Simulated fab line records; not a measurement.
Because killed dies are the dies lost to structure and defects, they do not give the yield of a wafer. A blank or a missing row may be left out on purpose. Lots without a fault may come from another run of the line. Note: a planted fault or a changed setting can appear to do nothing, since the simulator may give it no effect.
The tool behind it: which one? :: flow rit_cmos :: Sampling: 14 lots, 42 wafers, 5 of 202 route steps

== WHAT THE GAUGES READ, wafer by wafer ==
RIT_ACTIVE_BOW_MEAS_00.
lot: L870
measured: day 1 10:00
on: film_metro-04
INCOMING_BOW (um): 1 -2 6

lot: L871
measured: day 1 15:04
on: film_metro-03
INCOMING_BOW (um): 0 4 3

lot: L872
measured: day 1 20:02
on: film_metro-04
INCOMING_BOW (um): -1 -6 0

lot: L873
measured: day 2 01:00
on: film_metro-03
INCOMING_BOW (um): -4 -5 6

lot: L874
measured: day 2 06:01
on: film_metro-03
INCOMING_BOW (um): -6 -4 -2

lot: L877
measured: day 2 21:00
on: film_metro-03
INCOMING_BOW (um): -1 -11 -1

lot: L878
measured: day 3 02:01
on: film_metro-01
INCOMING_BOW (um): -1 1 4

lot: L886
measured: day 4 18:00
on: film_metro-01
INCOMING_BOW (um): 1 0 -4

lot: L888
measured: day 5 04:00
on: film_metro-04
INCOMING_BOW (um): 3 -11 -1

lot: L889
measured: day 5 09:00
on: film_metro-03
INCOMING_BOW (um): 1 2 2

lot: L890
measured: day 5 14:00
on: film_metro-04
INCOMING_BOW (um): 1 0 -13

lot: L891
measured: day 5 19:02
on: film_metro-01
INCOMING_BOW (um): 3 -3 3

lot: L892
measured: day 6 00:00
on: film_metro-04
INCOMING_BOW (um): -14 17 3

lot: L893
measured: day 6 05:00
on: film_metro-01
INCOMING_BOW (um): -2 -2 5

RIT_ACTIVE_CD_MEAS_90: target cd 1400 nm.
lot: L870
measured: day 1 15:31
on: cd_sem-02
cd_nm (nm): 1401.1 1400.7 1401.2

lot: L871
measured: day 1 21:35
on: cd_sem-01
cd_nm (nm): 1404.0 1405.8 1404.2

lot: L872
measured: day 2 02:08
on: cd_sem-01
cd_nm (nm): 1400.8 1399.1 1399.7

lot: L873
measured: day 2 07:38
on: cd_sem-01
cd_nm (nm): 1398.0 1399.8 1398.9

lot: L874
measured: day 2 11:34
on: cd_sem-01
cd_nm (nm): 1399.5 1399.6 1399.3

lot: L877
measured: day 3 04:08
on: cd_sem-02
cd_nm (nm): - - -

lot: L878
measured: day 3 08:53
on: cd_sem-01
cd_nm (nm): - - -

lot: L886
measured: day 5 01:17
on: cd_sem-01
cd_nm (nm): 1397.8 1398.2 1397.3

lot: L888
measured: day 5 10:11
on: cd_sem-02
cd_nm (nm): 1398.5 1397.6 1396.8

lot: L889
measured: day 5 15:02
on: cd_sem-01
cd_nm (nm): 1403.7 1401.6 1402.4

lot: L890
measured: day 5 19:24
on: cd_sem-02
cd_nm (nm): 1401.0 1400.8 1401.6

lot: L891
measured: day 6 01:21
on: cd_sem-02
cd_nm (nm): 1399.7 1396.7 1396.9

lot: L892
measured: day 6 07:58
on: cd_sem-02
cd_nm (nm): 1398.9 1400.8 1399.9

lot: L893
measured: day 6 11:05
on: cd_sem-01
cd_nm (nm): 1401.1 1401.0 1400.4

RIT_FOX1_THK_MEAS_01.
lot: L870
measured: day 1 19:39
on: film_metro-04
FOX1_OXIDE_THK (nm): 344 341 342

lot: L871
measured: day 1 23:58
on: film_metro-02
FOX1_OXIDE_THK (nm): 360 360 361

lot: L872
measured: day 2 05:50
on: film_metro-04
FOX1_OXIDE_THK (nm): 360 356 359

lot: L873
measured: day 2 10:23
on: film_metro-04
FOX1_OXIDE_THK (nm): 358 348 346

lot: L874
measured: day 2 15:08
on: film_metro-04
FOX1_OXIDE_THK (nm): 343 341 338

lot: L886
measured: day 5 04:05
on: film_metro-02
FOX1_OXIDE_THK (nm): 344 341 342

lot: L888
measured: day 5 13:05
on: film_metro-02
FOX1_OXIDE_THK (nm): 350 352 347

lot: L889
measured: day 5 16:50
on: film_metro-04
FOX1_OXIDE_THK (nm): 353 352 348

lot: L890
measured: day 5 23:40
on: film_metro-04
FOX1_OXIDE_THK (nm): 362 356 352

lot: L891
measured: day 6 05:19
on: film_metro-02
FOX1_OXIDE_THK (nm): 358 361 356

lot: L892
measured: day 6 09:49
on: film_metro-03
FOX1_OXIDE_THK (nm): 361 355 360

lot: L893
measured: day 6 14:34
on: film_metro-02
FOX1_OXIDE_THK (nm): 341 349 348

RIT_M1_THK_MEAS_02: measures by xrf.
lot: L870
measured: day 3 12:44
on: film_metro-01
M1_AL_THK (nm): 415 414 414

lot: L871
measured: day 4 00:40
on: film_metro-04
M1_AL_THK (nm): 419 417 420

lot: L872
measured: day 4 00:58
on: film_metro-01
M1_AL_THK (nm): 424 422 425

lot: L873
measured: day 4 10:18
on: film_metro-04
M1_AL_THK (nm): 419 418 418

lot: L874
measured: day 4 15:02
on: film_metro-03
M1_AL_THK (nm): 421 419 422

lot: L886
measured: day 6 22:21
on: film_metro-01
M1_AL_THK (nm): 428 426 423

lot: L888
measured: day 7 03:51
on: film_metro-01
M1_AL_THK (nm): 421 427 423

lot: L889
measured: day 7 08:07
on: film_metro-01
M1_AL_THK (nm): 423 424 423

lot: L890
measured: day 7 15:38
on: film_metro-04
M1_AL_THK (nm): 419 422 418

lot: L891
measured: day 7 23:44
on: film_metro-01
M1_AL_THK (nm): 428 427 422

lot: L892
measured: day 8 09:02
on: film_metro-03
M1_AL_THK (nm): 418 423 418

lot: L893
measured: day 8 10:05
on: film_metro-04
M1_AL_THK (nm): 415 418 419

== WHICH TOOL RAN EACH LOT (tool, then ch and the chambers of the sampled wafers, then the start) ==
lot: L870
RIT_ACTIVE_ETCH_13: rie_diel-04 ch 0,3, day 1 15:13

lot: L871
RIT_ACTIVE_ETCH_13: rie_diel-04 ch 0,1,2, day 1 21:13

lot: L872
RIT_ACTIVE_ETCH_13: rie_diel-04 ch 0,1, day 2 01:47

lot: L873
RIT_ACTIVE_ETCH_13: rie_diel-02 ch 0,1,2, day 2 07:20

lot: L874
RIT_ACTIVE_ETCH_13: rie_diel-03 ch 2,3, day 2 11:14

lot: L877
RIT_ACTIVE_ETCH_13: rie_diel-03 ch 0,1,2, day 3 03:49

lot: L878
RIT_ACTIVE_ETCH_13: rie_diel-03 ch 0,1,3, day 3 08:33

lot: L886
RIT_ACTIVE_ETCH_13: rie_diel-02 ch 0,1,2, day 5 00:51

lot: L888
RIT_ACTIVE_ETCH_13: rie_diel-03 ch 0,2, day 5 09:52

lot: L889
RIT_ACTIVE_ETCH_13: rie_diel-03 ch 1,2,3, day 5 14:43

lot: L890
RIT_ACTIVE_ETCH_13: rie_diel-03 ch 1,3, day 5 19:05

lot: L891
RIT_ACTIVE_ETCH_13: rie_diel-03 ch 2,3, day 6 01:00

lot: L892
RIT_ACTIVE_ETCH_13: rie_diel-02 ch 1,2,3, day 6 07:40

lot: L893
RIT_ACTIVE_ETCH_13: rie_diel-03 ch 0,1,2, day 6 10:47
- RIT_ACTIVE_ETCH_13: etches Si3N4 in SF6, stops on SiO2, time 210 s, target depth 210 nm.

== AS READ BY THE TOOLS THEMSELVES (means over the sampled wafers that have a number; for cases with no such wafer, the mark the record gives instead) ==
RIT_ACTIVE_ETCH_13.
lot: L870
tool: rie_diel-04
SF6_flow_sccm (sccm): 199.8
chamber_pressure_mTorr (mTorr): 260.00
drypump_motor_current_A (A): 5.7
oes_product_au (a.u.): 0.830
throttle_valve_pct (%): 7.41

lot: L871
tool: rie_diel-04
SF6_flow_sccm (sccm): 200.4
chamber_pressure_mTorr (mTorr): 259.82
drypump_motor_current_A (A): 5.7
oes_product_au (a.u.): 0.826
throttle_valve_pct (%): 7.52

lot: L872
tool: rie_diel-04
SF6_flow_sccm (sccm): 200.5
chamber_pressure_mTorr (mTorr): 260.04
drypump_motor_current_A (A): 5.9
oes_product_au (a.u.): 0.828
throttle_valve_pct (%): 7.56

lot: L873
tool: rie_diel-02
SF6_flow_sccm (sccm): 199.8
chamber_pressure_mTorr (mTorr): 260.03
drypump_motor_current_A (A): 6.1
oes_product_au (a.u.): 0.807
throttle_valve_pct (%): 7.61

lot: L874
tool: rie_diel-03
SF6_flow_sccm (sccm): 199.7
chamber_pressure_mTorr (mTorr): 259.89
drypump_motor_current_A (A): 6.4
oes_product_au (a.u.): 0.816
throttle_valve_pct (%): 7.48

lot: L877
tool: rie_diel-03
SF6_flow_sccm (sccm): -
chamber_pressure_mTorr (mTorr): -
drypump_motor_current_A (A): -
oes_product_au (a.u.): -
throttle_valve_pct (%): -

lot: L878
tool: rie_diel-03
SF6_flow_sccm (sccm): -
chamber_pressure_mTorr (mTorr): -
drypump_motor_current_A (A): -
oes_product_au (a.u.): -
throttle_valve_pct (%): -

lot: L886
tool: rie_diel-02
SF6_flow_sccm (sccm): 200.1
chamber_pressure_mTorr (mTorr): 260.02
drypump_motor_current_A (A): 6.1
oes_product_au (a.u.): 0.803
throttle_valve_pct (%): 7.61

lot: L888
tool: rie_diel-03
SF6_flow_sccm (sccm): 200.0
chamber_pressure_mTorr (mTorr): 260.19
drypump_motor_current_A (A): 6.1
oes_product_au (a.u.): 0.799
throttle_valve_pct (%): 7.43

lot: L889
tool: rie_diel-03
SF6_flow_sccm (sccm): 199.9
chamber_pressure_mTorr (mTorr): 259.96
drypump_motor_current_A (A): 6.2
oes_product_au (a.u.): 0.817
throttle_valve_pct (%): 7.51

lot: L890
tool: rie_diel-03
SF6_flow_sccm (sccm): 199.4
chamber_pressure_mTorr (mTorr): 260.08
drypump_motor_current_A (A): 5.9
oes_product_au (a.u.): 0.820
throttle_valve_pct (%): 7.62

lot: L891
tool: rie_diel-03
SF6_flow_sccm (sccm): 199.7
chamber_pressure_mTorr (mTorr): 260.05
drypump_motor_current_A (A): 6.4
oes_product_au (a.u.): 0.819
throttle_valve_pct (%): 7.47

lot: L892
tool: rie_diel-02
SF6_flow_sccm (sccm): 199.7
chamber_pressure_mTorr (mTorr): 260.08
drypump_motor_current_A (A): 5.7
oes_product_au (a.u.): 0.819
throttle_valve_pct (%): 7.54

lot: L893
tool: rie_diel-03
SF6_flow_sccm (sccm): 199.8
chamber_pressure_mTorr (mTorr): 259.93
drypump_motor_current_A (A): 5.9
oes_product_au (a.u.): 0.810
throttle_valve_pct (%): 7.51

== THE ANSWER, worked out from the rows above alone ==
Rule: the lots themselves supply what counts as usual. Put in order of their means at a reading, lots are off if they are a third of the lots or fewer, leave a main group of 4 or more, and stand apart from it by a gap of 3 or more times the standard deviation of the main group's means; of several such gaps the widest counts. If all means in a main group match to the digits the tables above print for the reading, that group is not used. Also off: a lot with no number at a reading for which 4 or more lots have one. Any other lot the step has rows for is counted as sound. Order of review: gauges by route order, followed by the tools' own readings, for which a lot's mean as printed above is used. The first step at which some lot is off is used, and at that step the reading that is off furthest; a lot without a number counts as furthest.
Off at RIT_ACTIVE_CD_MEAS_90 (cd_nm): L877, L878. Without a number there: L877, L878. For the main group the mean is 1400.1 nm and the standard deviation 2.
A tool fits if, at a process step before that reading, it ran every lot that is off, and no sound lot after the first of them. The gauges at RIT_ACTIVE_CD_MEAS_90 aren't tried: what is off there is off at RIT_ACTIVE_ETCH_13 too, on other tools, and a gauge's error can't cause that. No candidate that was tried fits.

== WHAT HAD BEEN PUT IN BY THE SIMULATOR ==
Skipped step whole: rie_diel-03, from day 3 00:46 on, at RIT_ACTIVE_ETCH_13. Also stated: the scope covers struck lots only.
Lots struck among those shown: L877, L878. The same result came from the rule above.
